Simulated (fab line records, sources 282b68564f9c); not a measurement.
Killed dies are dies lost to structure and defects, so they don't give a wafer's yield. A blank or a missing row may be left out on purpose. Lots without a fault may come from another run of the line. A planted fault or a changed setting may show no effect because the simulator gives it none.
fab line records | flow rit_cmos
record lots=6 wafers=18 last_day=7
route steps=202 shown NSD@135 PSD@142
lots that met no fault: from a run of the same line without faults
start_h: hours from the record's first day to the start of the lot's first wafer shown | wait_h: hours since the lot's step before | " the same as in the row above | L1.1+2: a row that stands for several wafers | - no value, or no start given | * or withheld: withheld | < > ~ a bound
route shown NAME@n: a module of which the file shows steps, and the number in the route of the first | usual: mean/standard deviation of fault-free wafers | same: alike in all rows | chamber/n: place in a boat | sites: the reading at each site | _std_site: their standard deviation | _edge_site: outer sites' mean less inner sites' | radius_mm: how far each site lies from the wafer's centre | mask NAME#n: copy n | behind: the tool/chamber that last shaped the wafer | hold: why the lot was held/for how many hours/how that ended | device: the transistor (n, p or np) that didn't switch | end of line: the same wafers' tests at the end of the route | a step without rows: its recipe alone | killed: dies lost to structure and defects at the first sort, not the wafer's yield | map: a wafer's dies, x killed, . not, _ none there
set.NAME: the setting as run; set.NAME@STEP: as run at that earlier step | model.NAME: the simulator's own value behind a step, which no gauge read
lots at some steps of the route; a table a step, a row a wafer
services: from which hour (start_h, from the record's first day; less than 0 if before it) a tool's chamber was out of use, for how many hours, and why
## steps
# step RIT_NSD_PEB_04
# recipe resist=NOVOLAK temp_c=withheld time_s=withheld
# step RIT_NSD_DEVELOP_05
# recipe resist=NOVOLAK develop_time_s=50 dev_temp_c=23
# step RIT_NSD_OVL_MEAS_06
# usual NSD_OVL=0.1/1.5
# columns lot.wafer tool chamber start_h wait_h NSD_OVL[nm]
L171.1 overlay-01 - 48.91 - 0.5
L171.3 " - " " 0.6
L171.4 " - " " 0.1
L184.2 overlay-01 - 115.71 - 2.0
L184.4 " - " " -1.4
L184.5 " - " " -0.3
L191.1 overlay-02 - 149.43 - -3.1
L191.2 " - " " -0.3
L191.4 " - " " -0.4
L192.2 overlay-01 - 156.13 - 0.0
L192.5 " - " " -0.2
L192.6 " - " " 2.4
L193.3 overlay-01 - 162.04 - 0.8
L193.4 " - " " 1.7
L193.5 " - " " 0.0
L194.1 overlay-01 - 163.61 - -1.3
L194.2 " - " " -0.8
L194.3 " - " " -2.2
# step RIT_NSD_HARDBAKE_07
# recipe resist=NOVOLAK temp_c=140 time_s=60
# step RIT_NSD_IMPLANT_08
# recipe species=P energy_kev=25 dose_cm2=1e+15 tilt_deg=7
# step RIT_NSD_STRIP_09
# recipe chemistry=O2 time_s=180 resist=NOVOLAK platen_temp_c=withheld power_w=500 pressure_mtorr=4000 o2_flow_sccm=4000
# usual drypump_motor_current_A=5.8/0.32
# columns lot.wafer tool chamber start_h wait_h drypump_motor_current_A rf_hours_counter_h
L171.1 plasma_asher-01 0 49.25 0.1 6.2 41
L171.3 " 0 " " 6.2 -
L171.4 " 1 " " 5.5 -
L184.2 plasma_asher-01 0 116.04 0.1 6.2 48
L184.4 " 1 " " 5.5 -
L184.5 " 0 " " 6.2 -
L191.1 plasma_asher-04 0 149.84 0.1 5.4 3
L191.2 " 1 " " 5.6 3
L191.4 " 1 " " 5.6 -
L192.2 plasma_asher-01 0 156.46 0.1 6.2 52
L192.5 " 1 " " 5.5 -
L192.6 " 0 " " 6.2 -
L193.3 plasma_asher-02 0 162.42 0.1 5.8 -
L193.4 " 1 " " 6.1 -
L193.5 " 0 " " 5.8 -
L194.1 plasma_asher-02 0 163.95 0.1 5.9 53
L194.2 " 1 " " 6.2 53
L194.3 " 1 " " 6.2 -
# step RIT_NSD_TW_MEAS_10
# usual NSD_TW=3091/33
# columns lot.wafer tool chamber start_h wait_h NSD_TW
L171.1 film_metro-01 - 49.42 0.1 3054
L171.3 " - " " 3063
L171.4 " - " " 3034
L184.2 film_metro-02 - 116.23 0.1 3100
L184.4 " - " " 3102
L184.5 " - " " 3095
L191.1 film_metro-01 - 150.02 0.1 3044
L191.2 " - " " 3052
L191.4 " - " " 3082
L192.2 film_metro-02 - 156.65 0.1 3113
L192.5 " - " " 3124
L192.6 " - " " 3117
L193.3 film_metro-03 - 162.56 0.1 3146
L193.4 " - " " 3125
L193.5 " - " " 3141
L194.1 film_metro-01 - 164.12 0.1 3051
L194.2 " - " " 3059
L194.3 " - " " 3060
# step RIT_PSD_HMDS_00
# recipe prime_time_s=60 prime_temp_c=140
# step RIT_PSD_COAT_01
# recipe resist=NOVOLAK spin_rpm=3250 resist_thk_nm=1000
# step RIT_PSD_SOFTBAKE_02
# recipe resist=NOVOLAK temp_c=90 time_s=60
# step RIT_PSD_EXPOSE_03
# recipe mask_id=M10 na=0.57 target_cd_nm=40900 dose_mj=250
# step RIT_PSD_PEB_04
# recipe resist=NOVOLAK temp_c=withheld time_s=withheld
# step RIT_PSD_DEVELOP_05
# recipe resist=NOVOLAK develop_time_s=50 dev_temp_c=23
# usual chill_plate_temp_C=23.02/0.1 develop_time_s=50/0 exhaust_pa=45.0/0.79
# columns lot.wafer tool chamber start_h wait_h chill_plate_temp_C develop_time_s exhaust_pa
L171.1 litho_track-03 0 50 - 23.03 50 46.1
L171.3 " 0 " " 22.79 50 46.1
L171.4 " 0 " " 23.12 50 45.3
L184.2 litho_track-02 0 117 - 22.91 50 44.1
L184.4 " 0 " " 22.95 50 44.2
L184.5 " 0 " " 22.91 50 45.1
L191.1 litho_track-03 - 150 - - - -
L191.2 " - " " - - -
L191.4 " - " " - - -
L192.2 litho_track-03 - 157 - - - -
L192.5 " - " " - - -
L192.6 " - " " - - -
L193.3 litho_track-03 0 163 - 22.93 50 45.4
L193.4 " 0 " " 23.05 50 45.9
L193.5 " 0 " " 23.14 50 45.8
L194.1 litho_track-03 0 164 - 23.07 50 45.5
L194.2 " 0 " " 22.92 50 46.1
L194.3 " 0 " " 22.91 50 45.4
# step RIT_PSD_OVL_MEAS_06
# usual PSD_OVL=0.4/1.3
# columns lot.wafer tool chamber start_h wait_h PSD_OVL[nm]
L171.1 overlay-02 - 50.66 - -0.7
L171.3 " - " " -1.4
L171.4 " - " " 1.0
L184.2 overlay-02 - 117.13 - 1.9
L184.4 " - " " -0.3
L184.5 " - " " 2.3
L191.1 overlay-02 - 150.96 - -
L191.2 " - " " -
L191.4 " - " " -
L192.2 overlay-02 - 157.61 - -
L192.5 " - " " -
L192.6 " - " " -
L193.3 overlay-02 - 163.58 - 1.6
L193.4 " - " " 0.0
L193.5 " - " " 0.9
L194.1 overlay-01 - 165.03 - -0.3
L194.2 " - " " -1.1
L194.3 " - " " 0.5
## services
# columns tool chamber start_h hours kind
plasma_asher-02 - 79.75 1.5 repair
plasma_asher-01 - 86.60 2.0 repair
plasma_asher-04 - 108.75 9.0 pm
plasma_asher-04 0 108.75 9.0 vent_cycle
plasma_asher-04 1 108.75 9.0 vent_cycle
plasma_asher-04 0 117.75 - clean
plasma_asher-04 1 117.75 - clean
## key
first_sign step=RIT_PSD_DEVELOP_05 reading=tool_record direction=missing
effect none on later readings
met_at RIT_PSD_DEVELOP_05
struck_wafers L191.1,L191.2,L191.4,L192.2,L192.5,L192.6
sort_left_out L191.1,L191.2,L191.4,L192.2,L192.5,L192.6
tester_left_out L191,L192
onset_between 50 150
fault kind=skipped_step_whole tool=litho_track-03 chamber=- onset_h=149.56 steps=RIT_PSD_DEVELOP_05 scope=struck_lots_only
# tester_left_out: of these lots the tester's yield and bins aren't shown, on N5 and GAA mostly nor the transistor test; their killed dies are dies lost to structure and defects alone, not to doping, threshold or leakage, so they don't give the yield
# sort_left_out: the simulated sort isn't trusted on such a fault, so these wafers' sort isn't shown, and their yield isn't known
